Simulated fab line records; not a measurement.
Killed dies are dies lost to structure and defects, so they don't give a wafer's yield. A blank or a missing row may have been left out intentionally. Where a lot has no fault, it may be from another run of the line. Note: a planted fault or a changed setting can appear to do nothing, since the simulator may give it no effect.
fab line records | flow ritCmos
[record] lots = 6 wafers = 18 lastDay = 7
route steps=202 shown GATE@79 FOX2@80 REOX@98 NLDD@103 PLDD@114 M1@202
lots with no fault: from the same line, run without faults
startH: the number of hours between the record's first day and the start of the first shown wafer of the lot | waitH: how many hours have passed since the lot's step before this one | " identical to the entry in the row above | L1.1+2: one row covering several wafers at once | - value missing, or start not given | * or withheld: withheld | < > ~ a bound
route shown NAME@n: names a module that has steps shown in the file, with the first one's number in the route | usual: mean/standard deviation taken from wafers without a fault | same: alike in all rows | chamber/n: place in a boat | sites: each site's reading | _std_site: standard deviation of those values | _edge_site: mean of outer sites minus mean of inner sites | radiusMm: for every site, how far away it sits from the centre of the wafer | mask NAME#n: copy n | behind: the tool/chamber that last shaped the wafer | hold: the reason the lot was held/the length of the hold in hours/how it ended | device: the n, p or np transistor that did not switch | end of line: the same wafers' tests at the end of the route | where a step has no rows: the recipe by itself | killed: dies that structure and defects cost at the first sort, which is not the same as the wafer's yield | map: a wafer's dies, marking killed ones x, the rest . and places with no die _
set.NAME: the setting as run; set.NAME@STEP: as run at that earlier step | model.NAME: the simulator's own value behind a step, which no gauge read
lots seen at some steps along the route; tables by step, rows by wafer
services: a tool's chamber out of use, with start hour (startH, from the record's first day; less than 0 if before it), hours out, and reason
[[steps]]
[step RIT_GATE_CLEAN_04]
[recipe] chemistry = dHF dilution = 50:1 timeS = 60 dry = n2Spin
[step RIT_FOX2_THK_MEAS_91]
[recipe] reads = SiO2_of_FOX2_OXIDATION_00
[usual] FIELD_OXIDE_LEFT_2_THK = 257/5.7
// columns lot.wafer tool chamber startH waitH FIELD_OXIDE_LEFT_2_THK[nm]
L862.1 filmMetro-01 - 32.13 0.0 264
L862.4 " - " " 261
L862.6 " - " " 255
L865.1 filmMetro-03 - 48.06 0.0 258
L865.4 " - " " 260
L865.6 " - " " 262
L870.1 filmMetro-03 - 72.58 0.0 251
L870.2 " - " " 251
L870.3 " - " " 242
L871.2 filmMetro-01 - 77.60 0.0 265
L871.4 " - " " 262
L871.5 " - " " 262
L874.1 filmMetro-02 - 92.74 0.0 266
L874.3 " - " " 262
L874.5 " - " " 262
L883.1 filmMetro-03 - 137.42 0.0 257
L883.2 " - " " 256
L883.6 " - " " 260
[step RIT_GATE_OXIDATION_05]
[recipe] tempC = 900 ambient = O2 targetThkA = 30 oxTimeS = 270
[step RIT_GATE_ANNEAL_06]
[recipe] tempC = 900 timeS = 600 ambient = N2O
[step RIT_GATE_THK_MEAS_07]
[recipe] reads = SiO2_of_GATE_OXIDATION_05
[usual] GATE_OXIDE_THK = 3.04/0.068
// columns lot.wafer tool chamber startH waitH GATE_OXIDE_THK[nm]
L862.1 filmMetro-03 - 33.51 0.0 3.02
L862.4 " - " " 2.99
L862.6 " - " " 3.01
L865.1 filmMetro-01 - 49.50 0.0 3.00
L865.4 " - " " 3.07
L865.6 " - " " 2.89
L870.1 filmMetro-01 - 73.96 0.0 2.98
L870.2 " - " " 3.02
L870.3 " - " " 3.02
L871.2 filmMetro-01 - 78.99 0.0 3.13
L871.4 " - " " 3.10
L871.5 " - " " 3.15
L874.1 filmMetro-02 - 97.64 0.0 2.98
L874.3 " - " " 2.97
L874.5 " - " " 3.08
L883.1 filmMetro-02 - 138.81 0.0 3.18
L883.2 " - " " 3.09
L883.6 " - " " 3.15
[step RIT_GATE_CVD_08]
[recipe] material = poly-Si targetThkNm = 250 tempC = 610 precursor = SiH4 timeS = 2220 pressureMtorr = 300 sih4FlowSccm = 100
[step RIT_GATE_THK_MEAS_09]
[recipe] reads = poly-Si_of_GATE_CVD_08
[usual] GATE_POLY_THK = 251.1/2.7
// columns lot.wafer tool chamber startH waitH GATE_POLY_THK[nm]
L862.1 filmMetro-01 - 35.19 0.0 249.1
L862.4 " - " " 249.3
L862.6 " - " " 249.6
L865.1 filmMetro-01 - 51.99 0.0 248.1
L865.4 " - " " 246.9
L865.6 " - " " 248.5
L870.1 filmMetro-02 - 75.64 0.0 248.8
L870.2 " - " " 250.3
L870.3 " - " " 250.0
L871.2 filmMetro-01 - 80.66 0.0 251.9
L871.4 " - " " 251.0
L871.5 " - " " 251.8
L874.1 filmMetro-03 - 99.31 0.0 248.9
L874.3 " - " " 247.5
L874.5 " - " " 247.1
L883.1 filmMetro-01 - 140.48 0.0 249.7
L883.2 " - " " 249.5
L883.6 " - " " 250.7
[step RIT_GATE_HMDS_10]
[recipe] primeTimeS = 60 primeTempC = 140
[step RIT_GATE_COAT_11]
[recipe] resist = NOVOLAK spinRpm = 4250 resistThkNm = 850
[step RIT_GATE_SOFTBAKE_12]
[recipe] resist = NOVOLAK tempC = 90 timeS = 60
[step RIT_GATE_EXPOSE_13]
[recipe] maskId = M6 na = 0.6 sourceShape = conventional sigmaOuter = 0.6 targetCdNm = 150 doseMj = 380
[step RIT_GATE_PEB_14]
[recipe] resist = NOVOLAK tempC = withheld timeS = withheld
[step RIT_GATE_DEVELOP_15]
[recipe] resist = NOVOLAK developTimeS = 50 devTempC = 23
// columns lot.wafer tool chamber startH waitH
L862.1+4+6 lithoTrack-02 0 36 -
L865.1+4+6 lithoTrack-04 0 52 -
L870.1+2+3 lithoTrack-02 0 76 -
L871.2+4+5 lithoTrack-02 0 81 -
L874.1+3+5 lithoTrack-03 0 100 -
L883.1+2+6 lithoTrack-03 0 141 -
[step RIT_GATE_OVL_MEAS_17]
[usual] GATE_OVL = -0.7/1.4
// columns lot.wafer tool chamber startH waitH GATE_OVL[nm]
L862.1 overlay-02 - 36.50 0.1 -1.3
L862.4 " - " " -1.2
L862.6 " - " " 0.5
L865.1 overlay-01 - 53.11 0.1 -1.5
L865.4 " - " " -2.7
L865.6 " - " " -1.7
L870.1 overlay-01 - 76.67 0.1 0.4
L870.2 " - " " 1.2
L870.3 " - " " -0.8
L871.2 overlay-02 - 81.81 0.1 -0.5
L871.4 " - " " 1.7
L871.5 " - " " 1.7
L874.1 overlay-02 - 100.47 0.1 -2.2
L874.3 " - " " -2.1
L874.5 " - " " -3.0
L883.1 overlay-02 - 141.64 0.1 -1.2
L883.2 " - " " -1.0
L883.6 " - " " -0.9
[step RIT_GATE_HARDBAKE_18]
[recipe] resist = NOVOLAK tempC = 140 timeS = 60
[step RIT_GATE_ETCH_19]
[recipe] chemistry = SF6/CHF3/O2 timeS = 165 SF6_flow_sccm = 30 CHF3_flow_sccm = 30 O2_flow_sccm = 5 target = poly-Si pressureMtorr = 40 rfW = 160 targetDepthA = 3125 overEtchFrac = 0.25 stopOn = SiO2
[usual] drypumpMotorCurrentA = 5.6/0.38 oesProductAu = 0.851/0.016 throttleValvePct = 10.13/0.12
// columns lot.wafer tool chamber startH waitH drypumpMotorCurrentA oesProductAu rfHoursCounterH throttleValvePct
L862.1 rieSi-01 0 36.68 0.1 5.4 0.851 131 10.12
L862.4 " 3 " " 5.7 0.848 1 10.32
L862.6 " 0 " " 5.4 0.860 - 10.11
L865.1 rieSi-02 0 53.29 0.1 6.5 0.826 105 10.05
L865.4 " 1 " " 5.6 0.856 25 10.16
L865.6 " 2 " " 5.3 0.841 - 9.94
L870.1 rieSi-01 3 76.94 0.1 5.7 0.847 2 10.32
L870.2 " 0 " " 5.4 0.859 131 10.12
L870.3 " 1 " " 5.3 0.864 116 10.27
L871.2 rieSi-02 1 81.99 0.1 5.6 0.860 26 10.16
L871.4 " 3 " " 5.5 0.853 69 10.25
L871.5 " 1 " " 5.6 0.870 - 10.16
L874.1 rieSi-01 2 100.65 0.1 5.8 0.820 6 10.00
L874.3 " 3 " " 5.7 0.837 2 10.32
L874.5 " 0 " " 5.4 0.854 - 10.13
L883.1 rieSi-02 2 141.82 0.1 5.3 0.842 142 9.97
L883.2 " 3 " " 5.5 0.844 69 10.26
L883.6 " 2 " " 5.3 0.846 - 9.96
[step RIT_GATE_STRIP_20]
[recipe] chemistry = O2 timeS = 180 resist = NOVOLAK platenTempC = withheld powerW = 500 pressureMtorr = 4000 o2FlowSccm = 4000
[usual] drypumpMotorCurrentA = 5.9/0.56 o2FlowSccm = 4000/13
// columns lot.wafer tool chamber startH waitH drypumpMotorCurrentA o2FlowSccm rfHoursCounterH
L862.1 plasmaAsher-03 0 36.79 0.1 4.9 3998 23
L862.4 " 0 " " 4.9 3989 -
L862.6 " 0 " " 4.9 4005 -
L865.1 plasmaAsher-03 1 53.40 0.1 6.1 4008 24
L865.4 " 0 " " 4.9 4010 -
L865.6 " 1 " " 6.1 4002 -
L870.1 plasmaAsher-03 1 77.05 0.1 6.1 4006 27
L870.2 " 0 " " 4.9 3978 27
L870.3 " 0 " " 4.9 3987 -
L871.2 plasmaAsher-03 1 82.10 0.1 6.1 4001 28
L871.4 " 0 " " 4.9 3967 -
L871.5 " 1 " " 6.1 4010 -
L874.1 plasmaAsher-02 0 100.76 0.1 6.2 4004 43
L874.3 " 0 " " 6.2 4001 -
L874.5 " 1 " " 4.9 3991 -
L883.1 plasmaAsher-04 1 141.93 0.1 6.5 3990 53
L883.2 " 0 " " 5.8 3990 53
L883.6 " 0 " " 5.8 4001 -
[step RIT_REOX_CLEAN_00]
[recipe] chemistry = SC1 mix = 3:3:50 timeS = 600 tempC = 75
[step RIT_REOX_CLEAN_01]
[recipe] chemistry = dHF dilution = 50:1 timeS = 30
[step RIT_REOX_CLEAN_02]
[recipe] chemistry = SC2 mix = 3:3:50 timeS = 600 tempC = 75 dry = n2Spin
[step RIT_REOX_OXIDATION_03]
[recipe] tempC = 900 ambient = O2 targetThkA = 252 oxTimeS = 5580
[step RIT_REOX_THK_MEAS_04]
[recipe] reads = SiO2_of_REOX_OXIDATION_03
[usual] REOX_OXIDE_THK = 25.2/0.4
// columns lot.wafer tool chamber startH waitH REOX_OXIDE_THK[nm]
L862.1 filmMetro-01 - 40.09 0.0 24.9
L862.4 " - " " 25.2
L862.6 " - " " 25.0
L865.1 filmMetro-02 - 56.64 0.0 25.2
L865.4 " - " " 25.1
L865.6 " - " " 25.3
L870.1 filmMetro-04 - 80.90 0.0 25.4
L870.2 " - " " 25.5
L870.3 " - " " 25.3
L871.2 filmMetro-01 - 85.36 0.0 24.9
L871.4 " - " " 25.3
L871.5 " - " " 24.7
L874.1 filmMetro-01 - 103.97 0.0 25.7
L874.3 " - " " 26.0
L874.5 " - " " 25.7
L883.1 filmMetro-01 - 145.16 0.0 25.6
L883.2 " - " " 25.6
L883.6 " - " " 25.9
[step RIT_NLDD_HMDS_00]
[recipe] primeTimeS = 60 primeTempC = 140
[step RIT_NLDD_COAT_01]
[recipe] resist = NOVOLAK spinRpm = 3250 resistThkNm = 1000
[step RIT_NLDD_SOFTBAKE_02]
[recipe] resist = NOVOLAK tempC = 90 timeS = 60
[step RIT_NLDD_EXPOSE_03]
[recipe] maskId = M7 na = 0.57 targetCdNm = 40700 doseMj = 250
[step RIT_NLDD_PEB_04]
[recipe] resist = NOVOLAK tempC = withheld timeS = withheld
[step RIT_NLDD_DEVELOP_05]
[recipe] resist = NOVOLAK developTimeS = 50 devTempC = 23
[step RIT_NLDD_OVL_MEAS_06]
[usual] NLDD_OVL = -0.9/1.4
// columns lot.wafer tool chamber startH waitH NLDD_OVL[nm]
L862.1 overlay-02 - 41.13 - -1.9
L862.4 " - " " -1.7
L862.6 " - " " 0.9
L865.1 overlay-01 - 57.68 - -1.3
L865.4 " - " " -2.7
L865.6 " - " " -1.1
L870.1 overlay-02 - 82.00 - -2.2
L870.2 " - " " -1.5
L870.3 " - " " -1.9
L871.2 overlay-02 - 86.39 - -0.9
L871.4 " - " " -0.6
L871.5 " - " " -1.7
L874.1 overlay-01 - 104.88 - -0.6
L874.3 " - " " -2.1
L874.5 " - " " -1.0
L883.1 overlay-01 - 146.20 - -4.4
L883.2 " - " " -3.8
L883.6 " - " " -4.3
[step RIT_NLDD_HARDBAKE_07]
[recipe] resist = NOVOLAK tempC = 140 timeS = 60
[step RIT_NLDD_IMPLANT_08]
[recipe] species = P energyKev = 20 doseCm2 = 5e+14 tiltDeg = 7
[step RIT_NLDD_STRIP_09]
[recipe] chemistry = O2 timeS = 180 resist = NOVOLAK platenTempC = withheld powerW = 500 pressureMtorr = 4000 o2FlowSccm = 4000
[usual] drypumpMotorCurrentA = 5.5/0.48 o2FlowSccm = 4002/13
// columns lot.wafer tool chamber startH waitH drypumpMotorCurrentA o2FlowSccm rfHoursCounterH
L862.1 plasmaAsher-01 0 41.46 0.1 5.2 3988 39
L862.4 " 1 " " 6.0 4007 -
L862.6 " 0 " " 5.2 4000 -
L865.1 plasmaAsher-03 0 58.02 0.1 4.9 4013 25
L865.4 " 0 " " 4.9 3996 -
L865.6 " 0 " " 4.9 4009 -
L870.1 plasmaAsher-03 0 82.34 0.1 4.9 3987 28
L870.2 " 1 " " 6.0 4000 28
L870.3 " 0 " " 4.9 3997 -
L871.2 plasmaAsher-03 1 86.74 0.1 6.1 3992 28
L871.4 " 1 " " 6.0 4025 -
L871.5 " 1 " " 6.1 4014 -
L874.1 plasmaAsher-01 0 105.22 0.1 5.2 3989 48
L874.3 " 0 " " 5.2 3994 -
L874.5 " 0 " " 5.2 4009 -
L883.1 plasmaAsher-03 1 146.53 0.1 6.1 3996 35
L883.2 " 0 " " 4.9 4020 35
L883.6 " 1 " " 6.1 4000 -
[step RIT_NLDD_TW_MEAS_10]
[usual] NLDD_TW = 2465/17
// columns lot.wafer tool chamber startH waitH NLDD_TW
L862.1 filmMetro-02 - 41.64 0.1 2464
L862.4 " - " " 2455
L862.6 " - " " 2465
L865.1 filmMetro-04 - 58.19 0.1 2451
L865.4 " - " " 2448
L865.6 " - " " 2453
L870.1 filmMetro-03 - 82.51 0.1 2477
L870.2 " - " " 2482
L870.3 " - " " 2478
L871.2 filmMetro-02 - 86.92 0.1 2447
L871.4 " - " " 2456
L871.5 " - " " 2444
L874.1 filmMetro-02 - 105.39 0.1 2456
L874.3 " - " " 2462
L874.5 " - " " 2452
L883.1 filmMetro-04 - 146.71 0.1 2443
L883.2 " - " " 2439
L883.6 " - " " 2433
[step RIT_PLDD_HMDS_00]
[recipe] primeTimeS = 60 primeTempC = 140
[step RIT_PLDD_COAT_01]
[recipe] resist = NOVOLAK spinRpm = 3250 resistThkNm = 1000
[step RIT_PLDD_SOFTBAKE_02]
[recipe] resist = NOVOLAK tempC = 90 timeS = 60
[step RIT_PLDD_EXPOSE_03]
[recipe] maskId = M8 na = 0.57 targetCdNm = 40900 doseMj = 250
[step RIT_PLDD_PEB_04]
[recipe] resist = NOVOLAK tempC = withheld timeS = withheld
[step RIT_PLDD_DEVELOP_05]
[recipe] resist = NOVOLAK developTimeS = 50 devTempC = 23
[step RIT_PLDD_OVL_MEAS_06]
[usual] PLDD_OVL = 0.0/1.5
// columns lot.wafer tool chamber startH waitH PLDD_OVL[nm]
L862.1 overlay-02 - 42.67 - -0.9
L862.4 " - " " 3.8
L862.6 " - " " 0.1
L865.1 overlay-02 - 59.10 - -1.2
L865.4 " - " " -2.1
L865.6 " - " " -1.7
L870.1 overlay-01 - 83.55 - 0.4
L870.2 " - " " 0.4
L870.3 " - " " 1.6
L871.2 overlay-02 - 87.83 - -1.1
L871.4 " - " " 0.9
L871.5 " - " " 0.9
L874.1 overlay-01 - 106.67 - -0.7
L874.3 " - " " 0.1
L874.5 " - " " -1.9
L883.1 overlay-02 - 147.74 - 0.6
L883.2 " - " " -0.9
L883.6 " - " " 0.2
[step RIT_M1_PROBE_99]
// columns lot.wafer tool chamber startH waitH model.etest.pmos_0p3.rOnOhmUm model.etest.pmosTurned.rOnOhmUm model.etest.pmos_0p15.rOnOhmUm model.etest.nmos_0p15.rOnOhmUm model.etest.nmos_0p3.rOnOhmUm model.etest.nmos_0p15.driveUaUm model.etest.pmos_0p15.driveUaUm model.etest.nmosTurned.driveUaUm
L862.1 prober-01 - 56.91 0.1 6462 3484 2863 1202 2228 459.7 249.7 329.4
L862.4 prober-01 - 57.06 0.2 6293 3477 2801 1168 2179 468.6 255.5 328.3
L862.6 prober-01 - 57.16 0.2 6422 3514 2866 1213 2227 457.9 251.2 325.9
L865.1 prober-02 - 74.46 0.1 6140 3345 2725 1121 2160 457.4 258.8 319.6
L865.4 prober-02 - 74.61 0.2 6214 3341 2710 1096 2137 458.7 256.2 323.6
L865.6 prober-02 - 74.71 0.2 6197 3359 2717 1111 2120 459.6 260.5 320.6
L870.1 prober-01 - 99.26 0.1 5789 2930 2250 931.9 1990 608.1 333 392.5
L870.2 prober-01 - 99.31 0.1 5866 3025 2299 962.6 2030 604.9 323.4 384.1
L870.3 prober-01 - 99.36 0.2 5787 2957 2250 918.2 1977 603.1 327.4 391.3
L871.2 prober-02 - 102.26 0.1 5872 2773 2103 931.7 2062 613.2 355.6 393.6
L871.4 prober-02 - 102.36 0.2 5752 2815 2113 944.2 2032 617.1 354.6 384.4
L871.5 prober-02 - 102.41 0.2 5764 2736 2072 911.7 2018 618.1 356.9 391.5
L874.1 prober-01 - 122.15 0.1 6433 3517 2810 1150 2213 450.2 249 301.4
L874.3 prober-01 - 122.25 0.2 6315 3507 2820 1168 2192 451.8 252.5 300.8
L874.5 prober-01 - 122.35 0.2 6332 3479 2802 1149 2217 452.5 253.2 304.1
L883.1 prober-02 - 161.63 0.1 6671 3684 2973 1186 2250 446.9 236.7 310.2
L883.2 prober-02 - 161.68 0.1 6569 3607 2913 1137 2200 447.9 237.2 312.4
L883.6 prober-02 - 161.88 0.2 6647 3679 2946 1164 2229 450.1 234.9 304.3
// killed by level:class
L862.1 GATE:geometricParticle:short=2 GATE:geometricParticle:open=2 FOX2:geometricParticle:open=1 FOX2:geometricParticle:short=1 GATE:coatMicrobubblePrinted=1 REOX:geometricParticle:open=1
L862.4 REOX:geometricParticle:short=3 FOX2:geometricParticle:open=2 GATE:geometricParticle:short=2 SPACER:geometricParticle:short=2 REOX:geometricParticle:open=2 SPACER:geometricParticle:open=2 FOX1:geometricParticle:open=1 GATE:geometricParticle:open=1
L862.6 GATE:geometricParticle:short=3 SPACER:geometricParticle:short=2 FOX2:geometricParticle:open=1 REOX:geometricParticle:short=1
L865.1 REOX:geometricParticle:short=3 FOX1:geometricParticle:short=1 GATE:geometricParticle:open=1 GATE:geometricParticle:short=1 SPACER:geometricParticle:open=1 SPACER:geometricParticle:short=1
L865.4 GATE:geometricParticle:open=3 REOX:geometricParticle:short=2 FOX1:geometricParticle:open=1 GATE:geometricParticle:short=1 REOX:geometricParticle:open=1 SPACER:geometricParticle:open=1
L865.6 GATE:geometricParticle:short=2 FOX1:geometricParticle:open=1 FOX2:geometricParticle:short=1 GATE:geometricParticle:open=1 REOX:geometricParticle:short=1 M1:coatMicrobubblePrinted=1
L874.1 GATE:geometricParticle:short=3 REOX:geometricParticle:short=3
L874.3 FOX1:geometricParticle:short=1 GATE:geometricParticle:short=1 REOX:geometricParticle:open=1
L874.5 GATE:geometricParticle:open=1 SILICIDE:geometricParticle:open=1
L883.1 FOX1:geometricParticle:open=1 FOX1:geometricParticle:short=1 FOX2:geometricParticle:open=1 GATE:geometricParticle:short=1 REOX:geometricParticle:open=1 SPACER:geometricParticle:open=1 SILICIDE:geometricParticle:short=1 SILICIDE:geometricParticle:open=1
L883.2 FOX1:geometricParticle:open=1 GATE:geometricParticle:short=1 GATE:geometricParticle:open=1 SILICIDE:geometricParticle:short=1 SILICIDE:geometricParticle:open=1
L883.6 FOX1:geometricParticle:open=2 GATE:geometricParticle:open=2 GATE:geometricParticle:short=2 REOX:geometricParticle:short=2 SILICIDE:geometricParticle:open=2 ACTIVE:geometricParticle:short=1 FOX1:geometricParticle:short=1 REOX:geometricParticle:open=1
[[services]]
// columns tool chamber startH hours kind
rieSi-01 2 12.72 6.2 repair
plasmaAsher-03 - 44.61 4.5 repair
rieSi-02 3 89.89 4.7 repair
rieSi-01 1 107.84 37.5 repair
plasmaAsher-02 - 108.75 9.0 pm
plasmaAsher-02 0 108.75 9.0 ventCycle
plasmaAsher-02 1 108.75 9.0 ventCycle
plasmaAsher-03 - 110.13 0.6 repair
plasmaAsher-02 0 117.75 - clean
plasmaAsher-02 1 117.75 - clean
plasmaAsher-02 - 120.17 14.6 pm
[[key]]
firstSign none at tools or gauges
[modelEffect] step = RIT_M1_PROBE_99 value = etest.pmos_0p3.rOnOhmUm without = 6428 struck = 5805
metAt RIT_GATE_DEVELOP_15
struckWafers L870.1,L870.2,L870.3,L871.2,L871.4,L871.5
sortLeftOut L870.1,L870.2,L870.3,L871.2,L871.4,L871.5
testerLeftOut L870,L871
onsetBetween 36 76
alsoFits RIT_GATE_STRIP_20:plasmaAsher-03
[fault] kind = processParameterDrift tool = lithoTrack-02 chamber = - onsetH = 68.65 steps = RIT_GATE_DEVELOP_15 channel = developTimeS offset = * shape = step endH = 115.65 actsIn = * stated = *
// testerLeftOut: of these lots the tester's yield and bins aren't shown, on N5 and GAA mostly nor the transistor test; their killed dies are dies lost to structure and defects alone, not to doping, threshold or leakage, so they don't give the yield
// sortLeftOut: the simulated sort isn't trusted on such a fault, so these wafers' sort isn't shown, and their yield isn't known
